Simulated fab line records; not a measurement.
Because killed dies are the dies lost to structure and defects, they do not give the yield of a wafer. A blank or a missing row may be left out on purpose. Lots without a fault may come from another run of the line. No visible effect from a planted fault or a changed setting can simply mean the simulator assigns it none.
A lot that was struck, set against a sound lot :: flow rit cmos :: 14 out of 202 route steps
Sound: wafers L385.4, L385.5, L385.6. Wafers L381.4, L381.5, L381.6 were the ones struck. The cause comes at the end.
Each step with rows lists, per side, the tool, then ch with its chambers, then its first start. Under that, the readings that differ: sound wafers :: struck wafers :: difference of the means :: sigmas: that difference in standard deviations of wafers without a fault.
alike: a reading whose means differ by less than 2 such deviations, as well as words and numbers matching on both sides. not compared: withheld readings; readings where some wafer has no value; bounds like >300 that might hide an equal value; numbers whose values overlap and for which the record gives no deviation.
Wherever a step has rows on one side only, a row that says differs or no value, or a row with sigmas, the two part there. Non-overlapping numbers with no deviation appear without sigmas and do not part them. A reading missing from all wafers of one side parts the sides only when that side holds two or more wafers.

first, 1 step without rows for these wafers: RIT_PLDD_IMPLANT_08.
RIT_PLDD_STRIP_09: strips in O2, time 180 s.
  sound on plasma asher-04 ch 0,1, day 5 08:02; struck on plasma asher-04 ch 0,1, day 4 12:37
  alike: drypump motor current A, o2 flow sccm
  not compared: rf hours counter h
RIT_PLDD_TW_MEAS_10:
  struck on film metro-03, day 4 12:46; sound on film metro-01, day 5 08:11
  alike: PLDD_TW
then, 4 steps without rows for these wafers: RIT_SPACER_CLEAN_00 (cleans in SC1, time 600 s); RIT_SPACER_CLEAN_01 (cleans in dHF, time 30 s); RIT_SPACER_CLEAN_02 (cleans in SC2, time 600 s); RIT_SPACER_CVD_03 (deposits Si3N4 from SiH2Cl2/NH3, target thk 250 nm, time 3226 s).
RIT_SPACER_THK_MEAS_04:
  struck on film metro-02, day 4 15:17; sound on film metro-04, day 5 10:36
  alike: SPACER_NITRIDE_THK
RIT_SPACER_ETCHBACK_05: etches Si3N4 in SF6/CHF3, stops on SiO2, target depth 250 nm, time 240 s.
  sound on rie diel-01 ch 0,2,3, day 5 10:38; struck on rie diel-01 ch 1,2,3, day 4 15:23
  alike: drypump motor current A, oes product au, throttle valve pct
  not compared: rf hours counter h
then, 2 steps without rows for these wafers: RIT_NSD_HMDS_00 (prime time 60 s); RIT_NSD_COAT_01 (resist thk 1000 nm).
RIT_NSD_SOFTBAKE_02: time 60.96 s.
  sound on litho track-04 ch 0, day 5 11:10; struck on litho track-03 ch 0, day 4 15:50
  alike: plate sensor t centre C, plate sensor t edge C
RIT_NSD_EXPOSE_03: exposes mask M9, target cd 40700 nm.
  sound on iline stepper-02 ch 0, day 5 11:26; struck on iline stepper-02, day 4 16:05
  no value came back on the struck wafers for exposure dose mJ cm2, focus offset nm (nm); on the sound wafers exposure dose mJ cm2 reads 250.24 250.03 250.08
  alike: mask
then, 1 step without rows for these wafers: RIT_NSD_PEB_04.

WHERE THEY PART
At RIT_NSD_EXPOSE_03 and nowhere else, as far as this record goes.

WHY: the cause the simulator had injected
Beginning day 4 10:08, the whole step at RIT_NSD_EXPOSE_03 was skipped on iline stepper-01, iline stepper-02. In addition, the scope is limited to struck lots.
